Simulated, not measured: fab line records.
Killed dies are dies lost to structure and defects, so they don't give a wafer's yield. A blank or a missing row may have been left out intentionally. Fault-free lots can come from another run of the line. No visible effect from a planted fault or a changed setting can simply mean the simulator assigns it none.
Which tool did it? | flow berkeley-cmos170 | Sampling: 7 lots, 21 wafers, 2 of 331 route steps

WHAT THE GAUGES READ, wafer by wafer
UCB170_V1_THK_MEAS_01.
lot  | measured     | on            | V1_TEOS_THK (nm)
L489 | day 7 23:43  | film-metro-03 | 2002 2000 2015
L491 | day 8 09:38  | film-metro-04 | 1977 2011 1994
L494 | day 9 10:15  | film-metro-04 | 1989 2040 2045
L499 | day 10 08:14 | film-metro-01 | 2004 2013 2026
L504 | day 10 23:27 | film-metro-03 | 2654 2667 2721
L506 | day 11 12:08 | film-metro-03 | 1957 2030 2002
L509 | day 12 03:26 | film-metro-03 | 1948 1969 1956

TOOL THAT RAN EACH LOT (tool first, then ch and the chambers of the sampled wafers, then the start)
lot  | UCB170_V1_CVD_00
L489 | pecvd-04 ch 0,1,2, day 7 23:34
L491 | pecvd-04 ch 0,2, day 8 09:29
L494 | pecvd-01 ch 0,1, day 9 10:01
L499 | pecvd-01 ch 1,2, day 10 08:04
L504 | pecvd-02 ch 1,2, day 10 23:18
L506 | pecvd-04 ch 1,2, day 11 11:58
L509 | pecvd-04 ch 1,2, day 12 03:16
- UCB170_V1_CVD_00: deposits SiO2 from TEOS/O2, target thk 2000 nm, time 250 s.

THE ANSWER, worked out from the rows above alone
Rule: what is usual is taken from the lots themselves. The widest of any qualifying gaps counts: lots, ordered by their means at a reading, are off when they make up no more than a third of the lots, leave a main group of 4 or more, and stand apart from it by 3 or more times the standard deviation of that group's means. Not used: any main group whose means are identical at the precision the tables above print for the reading. A lot without any number at a reading at which 4 lots or more have one is off too. Any other lot the step has rows for is counted as sound.
Off: L504, seen at UCB170_V1_THK_MEAS_01 (V1_TEOS_THK). The main group: mean 1999 nm, standard deviation 21.
If a tool, at a process step before that reading, ran all the lots that are off and no sound lot after the first of them, it fits. Those tools and the gauges at UCB170_V1_THK_MEAS_01 are tried in the same way. One candidate fits, namely pecvd-02 at UCB170_V1_CVD_00. It ran no sound lot before its first lot that is off in this sample, so the start can't be narrowed down.

WHAT THE SIMULATOR PUT IN
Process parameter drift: pecvd-02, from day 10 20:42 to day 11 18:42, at UCB170_V1_CVD_00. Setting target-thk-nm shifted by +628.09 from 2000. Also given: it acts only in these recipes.
Lots struck among those shown: L504. The same result came from the rule above.
